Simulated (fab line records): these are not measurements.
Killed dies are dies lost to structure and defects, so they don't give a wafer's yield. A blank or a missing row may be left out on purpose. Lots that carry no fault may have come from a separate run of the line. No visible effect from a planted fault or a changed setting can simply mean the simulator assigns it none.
Lot-split experiment || flow berkeley cmos170 || 23 wafers read from 5 lots, route of 331 steps

## ON THE SPLIT
At UCB170_FIELD_OXIDATION_01 (target thk 558.3 nm, ox time 7200 s), the setting ox time s was moved away from the recipe's 7200 s on 20 of the 23 wafers read, by -10.5% to +14.9%. The other wafers ran this setting at the recipe's value.

## FROM THE SPLIT TO THE READING: what the file shows between them, 15 steps
- UCB170_FIELD_THK_MEAS_02
- UCB170_FIELD_ANNEAL_03: time 1200 s
- UCB170_FIELD_WET_ETCH_04: etches SiO2 in dHF, time 60 s
- UCB170_FIELD_WET_ETCH_05: etches Si3N4 in H3PO4, time 12600 s
- UCB170_FIELD_WET_ETCH_06: etches SiO2 in BOE, time 22 s
- UCB170_FIELD_THK_MEAS_90
- UCB170_SACOX_OXIDATION_01: target thk 14.4 nm, ox time 2400 s (also split here: temp c)
- UCB170_SACOX_THK_MEAS_02
- UCB170_NVT_COAT_01: resist thk 900 nm (also split here: resist thk nm)
- UCB170_NVT_SOFTBAKE_02: time 60 s
- UCB170_NVT_EXPOSE_03: exposes mask PWELL, target cd 3000 nm
- UCB170_NVT_IMPLANT_07
- UCB170_NVT_STRIP_08: strips in O2
- UCB170_NVT_CLEAN_10: cleans in SPM, time 600 s
- UCB170_GATE_WET_ETCH_00: etches SiO2 in dHF, time 200 s

## THE READING
At UCB170_FIELD_THK_MEAS_91: FIELD_OXIDE_LEFT_2_THK, given in nm. A value of 354 nm with a standard deviation of 11 nm is what fault-free wafers of this fab line usually give.

{"wafer": "L075.1", "tool, chamber at the split": "-, -", "ox time s as run, s": 7895, "against the recipe": "+9.7%", "FIELD_OXIDE_LEFT_2_THK, nm": 384, "against lot-mates on the recipe": "no lot-mate on the recipe"}
{"wafer": "L075.2", "tool, chamber at the split": "-, -", "ox time s as run, s": 7895, "against the recipe": "+9.7%", "FIELD_OXIDE_LEFT_2_THK, nm": 381, "against lot-mates on the recipe": "no lot-mate on the recipe"}
{"wafer": "L075.4", "tool, chamber at the split": "-, -", "ox time s as run, s": 7895, "against the recipe": "+9.7%", "FIELD_OXIDE_LEFT_2_THK, nm": 384, "against lot-mates on the recipe": "no lot-mate on the recipe"}
{"wafer": "L075.5", "tool, chamber at the split": "-, -", "ox time s as run, s": 7895, "against the recipe": "+9.7%", "FIELD_OXIDE_LEFT_2_THK, nm": 377, "against lot-mates on the recipe": "no lot-mate on the recipe"}
{"wafer": "L075.6", "tool, chamber at the split": "-, -", "ox time s as run, s": 7895, "against the recipe": "+9.7%", "FIELD_OXIDE_LEFT_2_THK, nm": 378, "against lot-mates on the recipe": "no lot-mate on the recipe"}
{"wafer": "L077.1", "tool, chamber at the split": "-, -", "ox time s as run, s": 6441, "against the recipe": "-10.5%", "FIELD_OXIDE_LEFT_2_THK, nm": 290, "against lot-mates on the recipe": "no lot-mate on the recipe"}
{"wafer": "L077.2", "tool, chamber at the split": "-, -", "ox time s as run, s": 6441, "against the recipe": "-10.5%", "FIELD_OXIDE_LEFT_2_THK, nm": 308, "against lot-mates on the recipe": "no lot-mate on the recipe"}
{"wafer": "L077.3", "tool, chamber at the split": "-, -", "ox time s as run, s": 6441, "against the recipe": "-10.5%", "FIELD_OXIDE_LEFT_2_THK, nm": 293, "against lot-mates on the recipe": "no lot-mate on the recipe"}
{"wafer": "L077.4", "tool, chamber at the split": "-, -", "ox time s as run, s": 6441, "against the recipe": "-10.5%", "FIELD_OXIDE_LEFT_2_THK, nm": 293, "against lot-mates on the recipe": "no lot-mate on the recipe"}
{"wafer": "L077.6", "tool, chamber at the split": "-, -", "ox time s as run, s": 6441, "against the recipe": "-10.5%", "FIELD_OXIDE_LEFT_2_THK, nm": 301, "against lot-mates on the recipe": "no lot-mate on the recipe"}
{"wafer": "L080.1", "tool, chamber at the split": "-, -", "ox time s as run, s": 8270, "against the recipe": "+14.9%", "FIELD_OXIDE_LEFT_2_THK, nm": 401, "against lot-mates on the recipe": "no lot-mate on the recipe"}
{"wafer": "L080.2", "tool, chamber at the split": "-, -", "ox time s as run, s": 8270, "against the recipe": "+14.9%", "FIELD_OXIDE_LEFT_2_THK, nm": 415, "against lot-mates on the recipe": "no lot-mate on the recipe"}
{"wafer": "L080.4", "tool, chamber at the split": "-, -", "ox time s as run, s": 8270, "against the recipe": "+14.9%", "FIELD_OXIDE_LEFT_2_THK, nm": 417, "against lot-mates on the recipe": "no lot-mate on the recipe"}
{"wafer": "L080.5", "tool, chamber at the split": "-, -", "ox time s as run, s": 8270, "against the recipe": "+14.9%", "FIELD_OXIDE_LEFT_2_THK, nm": 409, "against lot-mates on the recipe": "no lot-mate on the recipe"}
{"wafer": "L080.6", "tool, chamber at the split": "-, -", "ox time s as run, s": 8270, "against the recipe": "+14.9%", "FIELD_OXIDE_LEFT_2_THK, nm": 404, "against lot-mates on the recipe": "no lot-mate on the recipe"}
{"wafer": "L085.1", "tool, chamber at the split": "furnace-04, 0", "ox time s as run, s": 7200, "against the recipe": "recipe", "FIELD_OXIDE_LEFT_2_THK, nm": 370, "against lot-mates on the recipe": "-"}
{"wafer": "L085.2", "tool, chamber at the split": "furnace-04, 0", "ox time s as run, s": 7200, "against the recipe": "recipe", "FIELD_OXIDE_LEFT_2_THK, nm": 366, "against lot-mates on the recipe": "-"}
{"wafer": "L085.3", "tool, chamber at the split": "furnace-04, 0", "ox time s as run, s": 7200, "against the recipe": "recipe", "FIELD_OXIDE_LEFT_2_THK, nm": 370, "against lot-mates on the recipe": "-"}
{"wafer": "L083.2", "tool, chamber at the split": "-, -", "ox time s as run, s": 6708, "against the recipe": "-6.8%", "FIELD_OXIDE_LEFT_2_THK, nm": 329, "against lot-mates on the recipe": "no lot-mate on the recipe"}
{"wafer": "L083.3", "tool, chamber at the split": "-, -", "ox time s as run, s": 6708, "against the recipe": "-6.8%", "FIELD_OXIDE_LEFT_2_THK, nm": 333, "against lot-mates on the recipe": "no lot-mate on the recipe"}
{"wafer": "L083.4", "tool, chamber at the split": "-, -", "ox time s as run, s": 6708, "against the recipe": "-6.8%", "FIELD_OXIDE_LEFT_2_THK, nm": 323, "against lot-mates on the recipe": "no lot-mate on the recipe"}
{"wafer": "L083.5", "tool, chamber at the split": "-, -", "ox time s as run, s": 6708, "against the recipe": "-6.8%", "FIELD_OXIDE_LEFT_2_THK, nm": 325, "against lot-mates on the recipe": "no lot-mate on the recipe"}
{"wafer": "L083.6", "tool, chamber at the split": "-, -", "ox time s as run, s": 6708, "against the recipe": "-6.8%", "FIELD_OXIDE_LEFT_2_THK, nm": 327, "against lot-mates on the recipe": "no lot-mate on the recipe"}

THE FIT
A straight line over all 23 wafers: FIELD_OXIDE_LEFT_2_THK changes by +4.02 nm for each +1% of ox time s; r = +0.97; the points scatter about the line by 11 nm.
Too few moved wafers have a lot-mate on the recipe to fit a line with each lot's own level taken away.

## THE WHOLE CHAIN: every reading that the file lists as answering this split, in the file's order
{"step": "UCB170_FIELD_OXIDATION_01", "what it does": "target thk 558.3 nm, ox time 7200 s", "reading": "SiO2_of_FIELD_OXIDATION_01.thk nm (the simulator's own value, which no gauge read)", "change (the file's fit)": "+4.1 nm for each +1% of the setting", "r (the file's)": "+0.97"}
{"step": "UCB170_FIELD_THK_MEAS_02", "what it does": "", "reading": "FIELD_OXIDE_THK", "change (the file's fit)": "+4.1 for each +1% of the setting", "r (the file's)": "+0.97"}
{"step": "UCB170_FIELD_THK_MEAS_90", "what it does": "", "reading": "FIELD_OXIDE_LEFT_1_THK", "change (the file's fit)": "+4.07 for each +1% of the setting", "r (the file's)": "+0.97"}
{"step": "UCB170_FIELD_THK_MEAS_91", "what it does": "", "reading": "FIELD_OXIDE_LEFT_2_THK", "change (the file's fit)": "+4.01 for each +1% of the setting", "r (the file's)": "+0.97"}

## THE FILE'S OWN FIT
FIELD_OXIDE_LEFT_2_THK changes by +4.01 nm for each +1% of ox time s, r = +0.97.
